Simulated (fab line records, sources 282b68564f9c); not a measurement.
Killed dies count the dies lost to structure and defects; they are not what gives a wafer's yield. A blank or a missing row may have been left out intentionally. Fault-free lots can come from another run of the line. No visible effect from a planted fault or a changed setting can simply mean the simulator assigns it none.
Lot-split experiment -- flow ritCmos -- on a route of 202 steps: 5 lots, 23 wafers read

ON THE SPLIT
At RIT_M1_SPUTTER_00 (material Al, target thk 400 nm, time 500 s), the setting timeS was moved away from the recipe's 500 s on 12 of the 23 wafers read, by +6.4% to +8.9%. All remaining wafers had this setting at the recipe value.

FROM THE SPLIT TO THE READING: what the file shows between them, 4 steps
- RIT_M1_RS_MEAS_01: measures by four-point-probe
- RIT_M1_THK_MEAS_02: measures by xrf
- RIT_M1_DEVELOP_08: develop time 68 s (also split here: devTempC)
- RIT_M1_HARDBAKE_11: time 120 s

THE READING
oesProductAu, in a.u., at RIT_M1_METAL_ETCH_12 (etches Al in Cl2/BCl3, stops on SiO2, time 165 s, target depth 600 nm). On this fab line, fault-free wafers typically give 0.801 a.u. with a standard deviation of 0.012 a.u.

wafer,"tool, chamber at the split","timeS as run, s",against the recipe,"oesProductAu, a.u.",against lot-mates on the recipe
L075.1,"pvdSputter-03, -",500,recipe,0.793,-
L075.2,"pvdSputter-03, -",544.4,+8.9%,0.850,+0.057
L075.4,"pvdSputter-03, -",500,recipe,0.792,-
L075.5,"pvdSputter-03, -",544.4,+8.9%,0.840,+0.047
L075.6,"pvdSputter-03, -",544.4,+8.9%,0.854,+0.061
L079.2,"pvdSputter-04, -",538.1,+7.6%,0.833,+0.040
L079.3,"pvdSputter-04, -",538.1,+7.6%,0.820,+0.027
L079.4,"pvdSputter-04, -",500,recipe,0.795,-
L079.5,"pvdSputter-04, -",500,recipe,0.790,-
L079.6,"pvdSputter-04, -",538.1,+7.6%,0.823,+0.030
L080.2,"pvdSputter-02, -",500,recipe,0.787,-
L080.3,"pvdSputter-02, -",500,recipe,0.810,-
L080.4,"pvdSputter-02, -",532,+6.4%,0.810,+0.012
L080.5,"pvdSputter-02, -",532,+6.4%,0.831,+0.032
L080.6,"pvdSputter-02, -",532,+6.4%,0.824,+0.025
L082.2,"pvdSputter-04, -",500,recipe,0.810,-
L082.3,"pvdSputter-04, -",539.1,+7.8%,0.867,+0.053
L082.4,"pvdSputter-04, -",539.1,+7.8%,0.853,+0.039
L082.5,"pvdSputter-04, -",539.1,+7.8%,0.860,+0.046
L082.6,"pvdSputter-04, -",500,recipe,0.817,-
L084.1,"pvdSputter-04, -",500,recipe,0.806,-
L084.2,"pvdSputter-04, -",500,recipe,0.782,-
L084.6,"pvdSputter-04, -",500,recipe,0.799,-

FIT RESULTS
A straight line over all 23 wafers: oesProductAu changes by +0.00545 a.u. for each +1% of timeS; r = +0.85; the points scatter about the line by 0.014 a.u.
The same after taking each lot's own level away (the mean of its wafers on the recipe; 23 wafers): +0.00536 a.u. for each +1%; r = +0.92; scatter 0.0096 a.u.
That fit puts the effect of the largest move of timeS on the reading at 0.048 a.u.
Measured against the standard deviation above, the lots' own levels, which go from 0.7925 to 0.8135 a.u., span 1.8 times it.
Hence the lot-to-lot level has little effect on the slope; both slopes agree.
Check: with one of the wafers moved furthest among these (+8.9%) left out of the fit, the line predicts +0.0454 a.u. for it against its lot-mates. Against them it came out at +0.0575 a.u.

THE OTHER SPLITS THESE WAFERS WENT THROUGH
These wafers also went through other splits before the reading. Each is held against what the fit with the lots' levels taken away leaves over:
other split on the same wafers,wafers away from the commonest value,r with oesProductAu (lot level and that fit taken away)
RIT_SPACER_CVD_03 timeS,15,+0.21
RIT_SDANNEAL_CLEAN_00 tempC,10,-0.47
RIT_SILICIDE_SPUTTER_01 powerW,9,-0.28
RIT_CONTACT_EXPOSE_05 doseMj,7,+0.02
RIT_M1_DEVELOP_08 devTempC,8,-0.36

THE WHOLE CHAIN: every reading that the file lists as answering this split, in the file's order
step,what it does,reading,change (the file's fit),r (the file's)
RIT_M1_SPUTTER_00,"material Al, target thk 400 nm, time 500 s","Al_of_M1_SPUTTER_00.thkNm (the simulator's own value, which no gauge read)",+3.71 nm for each +1% of the setting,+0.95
RIT_M1_RS_MEAS_01,measures by four-point-probe,M1_AL_RS,-0.000633 for each +1% of the setting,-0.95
RIT_M1_THK_MEAS_02,measures by xrf,M1_AL_THK,+3.67 for each +1% of the setting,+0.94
RIT_M1_METAL_ETCH_12,"etches Al in Cl2/BCl3, stops on SiO2, time 165 s, target depth 600 nm",oesProductAu,+0.00522 a.u. for each +1% of the setting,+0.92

FILE'S OWN FIT
oesProductAu changes by +0.00522 a.u. for each +1% of timeS, r = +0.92.
